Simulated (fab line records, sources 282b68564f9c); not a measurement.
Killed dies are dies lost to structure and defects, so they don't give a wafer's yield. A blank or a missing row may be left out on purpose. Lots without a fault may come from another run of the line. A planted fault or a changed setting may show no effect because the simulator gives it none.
A struck lot beside a sound one | flow rit_cmos | 14 steps out of a route of 202
Sound: wafers L561.1, L561.2, L561.3. Struck: wafers L560.1, L560.2, L560.6. The cause comes at the end.
At each step with rows: each side's tool, then ch and its chambers, then its first start. Under that, the readings that differ: sound wafers | struck wafers | difference of the means | sigmas: that difference in standard deviations of wafers without a fault.
alike: readings whose means differ by less than 2 such deviations, and words and numbers that are the same on both sides. not compared: withheld readings, readings that some wafer has no value for, bounds like >300 that may hide the same value, and numbers for which the record gives no deviation and whose values overlap.
The two part at a step that has a row with sigmas, a row that says differs or no value, or rows on one side only. Numbers that don't overlap but have no deviation are shown without sigmas and don't part them. A reading that every wafer of one side lacks parts them only if that side has two wafers or more.

first, 3 steps without rows for these wafers: RIT_NLDD_EXPOSE_03 (exposes mask M7, target cd 40700 nm); RIT_NLDD_PEB_04; RIT_NLDD_DEVELOP_05 (develop time 50 s).
RIT_NLDD_OVL_MEAS_06:
  sound on overlay-01, day 7 07:32; struck on overlay-02, day 7 03:15
  alike: NLDD_OVL
then, 2 steps without rows for these wafers: RIT_NLDD_HARDBAKE_07 (time 60 s); RIT_NLDD_IMPLANT_08.
RIT_NLDD_STRIP_09: strips in O2, time 180 s.
  sound on plasma_asher-04 ch 0,1, day 7 07:53; struck on plasma_asher-01 ch 0,1, day 7 03:35
  alike: drypump_motor_current_A
  not compared: rf_hours_counter_h
RIT_NLDD_TW_MEAS_10:
  sound on film_metro-02, day 7 08:04; struck on film_metro-02, day 7 03:46
  alike: NLDD_TW
then, 4 steps without rows for these wafers: RIT_PLDD_HMDS_00 (prime time 60 s); RIT_PLDD_COAT_01 (resist thk 1000 nm); RIT_PLDD_SOFTBAKE_02 (time 60 s); RIT_PLDD_EXPOSE_03 (exposes mask M8, target cd 40900 nm).
RIT_PLDD_PEB_04:
  sound on litho_track-03 ch 0, day 7 08:56; struck on litho_track-02, day 7 04:31
  reading         | sound          | struck | difference                    | sigmas
  exhaust_pa (Pa) | 44.0 44.6 43.4 | - - -  | no value on the struck wafers |
  not compared: chill_plate_temp_C
then, 1 step without rows for these wafers: RIT_PLDD_DEVELOP_05 (develop time 50 s).

WHERE THEY PART
Only at RIT_PLDD_PEB_04, within this record.

WHY: what the simulator had put in
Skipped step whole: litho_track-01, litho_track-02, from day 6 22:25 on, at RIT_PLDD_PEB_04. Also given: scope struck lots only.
